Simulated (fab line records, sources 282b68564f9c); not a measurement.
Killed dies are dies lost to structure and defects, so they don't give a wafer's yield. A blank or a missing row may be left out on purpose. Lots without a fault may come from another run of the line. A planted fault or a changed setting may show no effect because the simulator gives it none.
One fault seen from 2 desks | flow rit_cmos | each desk has only its own numbers; what lay behind them comes last

THE TOOL OWNER'S DESK: litho_track-01
The tool's own readings at RIT_PSD_DEVELOP_05 (develop time 50 s): means of the sampled wafers that have a number, for each lot that ran on this tool. A lot is out of limits, marked OUT, if its mean lies more than 4 standard deviations from the usual mean; the brackets give that distance.
Columns: A = resist_line_temp_C at RIT_PSD_DEVELOP_05, usual 22.98 C
lot  | first seen here | A
L639 | day 4 05:00     | 22.89
L643 | day 5 08:00     | 23.17
L648 | day 6 14:00     | 22.92
L649 | day 6 15:00     | 22.83
L653 | day 7 05:00     | 23.09
This desk's finding: nothing out of limits on any of the 5 lots.

THE METROLOGY DESK
What the gauges read, lot by lot, whatever tool the lot ran on: means of the sampled wafers that have a number. A lot is out of limits, marked OUT, if its mean lies more than 4 standard deviations from the usual mean; the brackets give that distance.
Columns: A = PSD_TW at RIT_PSD_TW_MEAS_10, usual 3418
lot  | first seen here | A
L634 | day 3 11:57     | 3404
L635 | day 3 13:31     | 3374
L636 | day 3 18:10     | 3366
L637 | day 4 01:55     | 3416
L638 | day 4 05:28     | 3423
L639 | day 4 05:53     | 3397
L641 | day 4 21:05     | 3386
L643 | day 5 09:05     | 3424
L644 | day 5 09:29     | 3432
L646 | day 6 00:02     | 3460
L648 | day 6 15:47     | 3435
L649 | day 6 15:50     | 30 (-99 or more) OUT
L653 | day 7 06:14     | 30 (-99 or more) OUT
L655 | day 7 15:40     | 3449
This desk's finding: out of limits on L649, L653; first on L649, day 6 15:50 (PSD_TW at RIT_PSD_TW_MEAS_10). In limits: L634, L635, L636, L637, L638, L639, L641, L643, L644, L646, L648, L655.

PUT TOGETHER
The metrology desk could have raised an alarm at day 6 15:50, on L649, L653.
The tool owner's desk saw nothing out of limits.
The tool owner's desk has L649, L653 on record, within its limits.
Of the lots named, all ran RIT_PSD_DEVELOP_05 on litho_track-01.

WHAT THE SIMULATOR HAD PUT IN
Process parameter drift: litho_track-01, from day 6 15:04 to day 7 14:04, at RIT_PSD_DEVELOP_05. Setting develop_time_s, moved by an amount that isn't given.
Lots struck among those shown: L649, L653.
Hours from the fault's start to each desk's first reading out of limits: the metrology desk, 1.
